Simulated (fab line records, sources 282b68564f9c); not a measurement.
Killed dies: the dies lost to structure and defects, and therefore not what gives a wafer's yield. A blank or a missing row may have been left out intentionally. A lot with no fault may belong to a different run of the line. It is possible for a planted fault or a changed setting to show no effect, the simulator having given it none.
Which tool is to blame? + flow ritCmos + Sampling: 7 lots, 21 wafers, 2 of 202 route steps

## WHAT EACH GAUGE READ, for each wafer
RIT_PRETRO_TW_MEAS_10.
| lot  | measured    | on           | PRETRO_TW         |
|------|-------------|--------------|-------------------|
| L863 | day 2 13:18 | filmMetro-01 | 471.1 472.1 472.2 |
| L865 | day 2 23:09 | filmMetro-02 | 475.2 478.8 477.8 |
| L873 | day 4 14:09 | filmMetro-01 | 29.8 29.8 29.8    |
| L875 | day 5 00:10 | filmMetro-04 | 478.1 476.9 478.7 |
| L877 | day 5 12:32 | filmMetro-01 | 475.1 476.6 474.0 |
| L880 | day 6 01:22 | filmMetro-01 | 473.6 473.1 473.6 |
| L883 | day 6 17:27 | filmMetro-02 | 475.2 476.2 477.1 |

## WHICH TOOL RAN EACH LOT (tool, then ch and the chambers of the sampled wafers, then the start)
| lot  | RIT_NRETRO_STRIP_09                |
|------|------------------------------------|
| L863 | plasmaAsher-04 ch 0,1, day 2 11:31 |
| L865 | plasmaAsher-03 ch 0,1, day 2 21:20 |
| L873 | plasmaAsher-04 ch 0,1, day 4 12:18 |
| L875 | plasmaAsher-04 ch 0,1, day 4 22:21 |
| L877 | plasmaAsher-01 ch 0,1, day 5 10:49 |
| L880 | plasmaAsher-04 ch 0,1, day 5 23:32 |
| L883 | plasmaAsher-01 ch 0,1, day 6 15:34 |
- RIT_NRETRO_STRIP_09: strips in O2, time 180 s.

## THE ANSWER, worked out from the rows above alone
Rule: the usual values come from the lots themselves. The widest of any qualifying gaps counts: lots, ordered by their means at a reading, are off when they make up no more than a third of the lots, leave a main group of 4 or more, and stand apart from it by 3 or more times the standard deviation of that group's means. A main group is skipped when, at the precision printed for the reading in the tables above, its means are all equal. Also off: a lot with no number at a reading for which 4 or more lots have one. Where the step has rows for the other lots, those lots are counted as sound.
Off: at RIT_PRETRO_TW_MEAS_10 (PRETRO_TW), L873. Main group: mean 475.3, sd 2.1.
If a tool, at a process step before that reading, ran all the lots that are off and no sound lot after the first of them, it fits. Gauges at RIT_PRETRO_TW_MEAS_10: tried the same way as those tools. Not one of the candidates tried fits.

## WHAT WAS PUT IN BY THE SIMULATOR
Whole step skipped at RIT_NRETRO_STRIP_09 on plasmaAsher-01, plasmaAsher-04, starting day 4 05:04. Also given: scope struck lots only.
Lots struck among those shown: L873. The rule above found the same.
